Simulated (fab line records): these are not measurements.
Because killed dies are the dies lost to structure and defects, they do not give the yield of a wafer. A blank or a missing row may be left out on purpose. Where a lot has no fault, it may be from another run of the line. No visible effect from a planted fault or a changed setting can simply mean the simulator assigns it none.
Which tool is to blame? + flow ritCmos + Sampling: 14 lots, 42 wafers, 2 of 202 route steps

WHAT THE GAUGES READ, wafer by wafer
RIT_FOX1_THK_MEAS_01. Usual: FOX1_OXIDE_THK typically reads 348 nm, with standard deviation 6.
| lot  | measured    | on           | FOX1_OXIDE_THK (nm) | flag |
|------|-------------|--------------|---------------------|------|
| L521 | day 1 23:31 | filmMetro-01 | 350 340 337         |      |
| L522 | day 2 03:22 | filmMetro-02 | 342 344 347         |      |
| L523 | day 2 09:22 | filmMetro-03 | 356 356 354         |      |
| L525 | day 2 20:22 | filmMetro-01 | 347 350 349         |      |
| L527 | day 3 06:20 | filmMetro-02 | 350 357 354         |      |
| L528 | day 3 09:14 | filmMetro-03 | 339 343 346         |      |
| L529 | day 3 16:04 | filmMetro-01 | 347 342 342         |      |
| L530 | day 3 21:43 | filmMetro-02 | 344 352 347         |      |
| L531 | day 4 02:24 | filmMetro-02 | 354 348 353         |      |
| L532 | day 4 06:07 | filmMetro-02 | 306 306 309         | OFF  |
| L533 | day 4 13:25 | filmMetro-01 | 303 305 308         | OFF  |
| L534 | day 4 17:53 | filmMetro-03 | 356 352 344         |      |
| L541 | day 6 08:34 | filmMetro-02 | 356 352 353         |      |
| L543 | day 6 17:33 | filmMetro-01 | 360 358 356         |      |

WHICH TOOL RAN EACH LOT (tool, then ch and the chambers of the sampled wafers, then the start)
| lot  | RIT_FOX1_OXIDATION_00        |
|------|------------------------------|
| L521 | furnace-04 ch 0, day 1 22:11 |
| L522 | furnace-04 ch 0, day 2 02:03 |
| L523 | furnace-01 ch 0, day 2 08:03 |
| L525 | furnace-04 ch 0, day 2 19:03 |
| L527 | furnace-01 ch 0, day 3 05:01 |
| L528 | furnace-04 ch 0, day 3 07:55 |
| L529 | furnace-01 ch 0, day 3 14:44 |
| L530 | furnace-01 ch 0, day 3 20:22 |
| L531 | furnace-03 ch 0, day 4 01:05 |
| L532 | furnace-01 ch 0, day 4 04:47 |
| L533 | furnace-01 ch 0, day 4 12:05 |
| L534 | furnace-03 ch 0, day 4 16:34 |
| L541 | furnace-04 ch 0, day 6 07:15 |
| L543 | furnace-04 ch 0, day 6 16:13 |
- RIT_FOX1_OXIDATION_00: target thk 350.7 nm, ox time 1130 s.

AS READ BY THE TOOLS THEMSELVES (means over the sampled wafers that have a number; for cases with no such wafer, the mark the record gives instead)
The record holds no such reading with a usual standard deviation.

THE ANSWER, worked out from the rows above alone
Rule: take the mean of a lot's wafers that have a number; if it is more than 3 standard deviations from the usual mean, the lot is off. A lot without any number at a reading at which 4 lots or more have one is off too. Where the step has rows for the other lots, those lots are counted as sound. First the gauges in route order, then the tools' own readings, where a lot's mean is used as printed above. The first step at which some lot is off is used, and at that step the reading that is off furthest; a lot without a number counts as furthest.
Off: L532, L533, seen at RIT_FOX1_THK_MEAS_01 (FOX1_OXIDE_THK).
A tool fits if, at a process step before that reading, it ran every lot that is off, and no sound lot after the first of them. Those tools and the gauges at RIT_FOX1_THK_MEAS_01 are tried in the same way. One candidate fits, namely furnace-01 at RIT_FOX1_OXIDATION_00. Its last sound lot is L530 (day 3 20:22), its first lot that is off L532 (day 4 04:47): a fault that began between those two fits.

WHAT THE SIMULATOR PUT IN
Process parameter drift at RIT_FOX1_OXIDATION_00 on furnace-01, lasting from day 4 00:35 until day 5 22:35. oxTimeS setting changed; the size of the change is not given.
Shown lots that were struck: L532, L533. This agrees with what the rule above found.
